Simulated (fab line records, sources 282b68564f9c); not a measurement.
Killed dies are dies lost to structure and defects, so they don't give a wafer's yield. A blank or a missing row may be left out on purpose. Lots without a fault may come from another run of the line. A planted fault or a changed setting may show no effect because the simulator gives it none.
Problem report in the 8D (eight disciplines) form, filled by code | flow rit_cmos | the parts of the form that need people (team, actions taken, sign-off) are left out

1. THE PROBLEM
spin_speed_rpm at RIT_GATE_COAT_11 reads a mean of 4137 rpm on 6 wafers of 2 lots; wafers without a fault read 4250 rpm with a standard deviation of 3.2. That is -35 standard deviations from the usual mean.
The step: resist thk 850 nm.
First seen on wafer L663.3, day 5 06:17, on litho_track-01. The record holds 18 wafers of 6 lots with a number at this step. Rule for "out", or "out of limits": more than 4 standard deviations from the usual mean. The other wafers with a number count as sound.

2. WHAT IT IS AND WHAT IT IS NOT
question                    | is                     | is not
which readings at this step | spin_speed_rpm         | -
which lots                  | L663, L667             | L653, L661, L669, L670
which wafers of those lots  | all that have a number | -
read on which tools         | litho_track-01         | litho_track-03, litho_track-04
when                        | from day 5 06:17       | up to then (6 sound wafers); but 6 sound wafers of L669, L670 came after

3. SUSPECTS, AND WHAT RULES EACH OUT
Counting: a tool at a process step up to the reading stays a suspect if it ran every lot that is out and no sound lot after the first of them.
- litho_track-01 at RIT_GATE_COAT_11 (resist thk 850 nm): kept. It ran every lot that is out, first L663 (day 5 06:17), and no sound lot after that; its last sound lot up to then is L661 (day 4 20:44). Its own readings are out on those wafers: spin_speed_rpm.
Left after counting: litho_track-01 at RIT_GATE_COAT_11.

4. THE CAUSE (what the simulator had put in)
Process parameter drift: litho_track-01, from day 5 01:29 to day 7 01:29, at RIT_GATE_COAT_11. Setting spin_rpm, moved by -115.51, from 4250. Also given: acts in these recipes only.
Counting left only this tool.

5. THE CHAIN OF EFFECTS, in route order
Each row: a reading whose mean over the struck wafers that have a number lies more than 3 standard deviations from the usual. Only readings for which the record gives a usual standard deviation are gone through. hours: the time from each lot's start at the first step in this table that gives one to its start at this step, as a median over the lots. sigmas: the change in usual standard deviations.
hours | step             | reading        | usual    | on struck wafers | change | sigmas
0     | RIT_GATE_COAT_11 | spin_speed_rpm | 4250 rpm | 4137             | -113   | -35
The process steps in it:
- RIT_GATE_COAT_11: resist thk 850 nm.
Later measuring or inspecting steps at which every struck wafer that the step has a row for has a number for every such reading, and none has moved that far: RIT_GATE_CD_MEAS_16, RIT_GATE_OVL_MEAS_17.

6. WHAT WOULD HAVE CAUGHT IT SOONER
In this record the first reading out of limits was taken at day 5 06:17, 5 hours after the fault began at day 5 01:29.
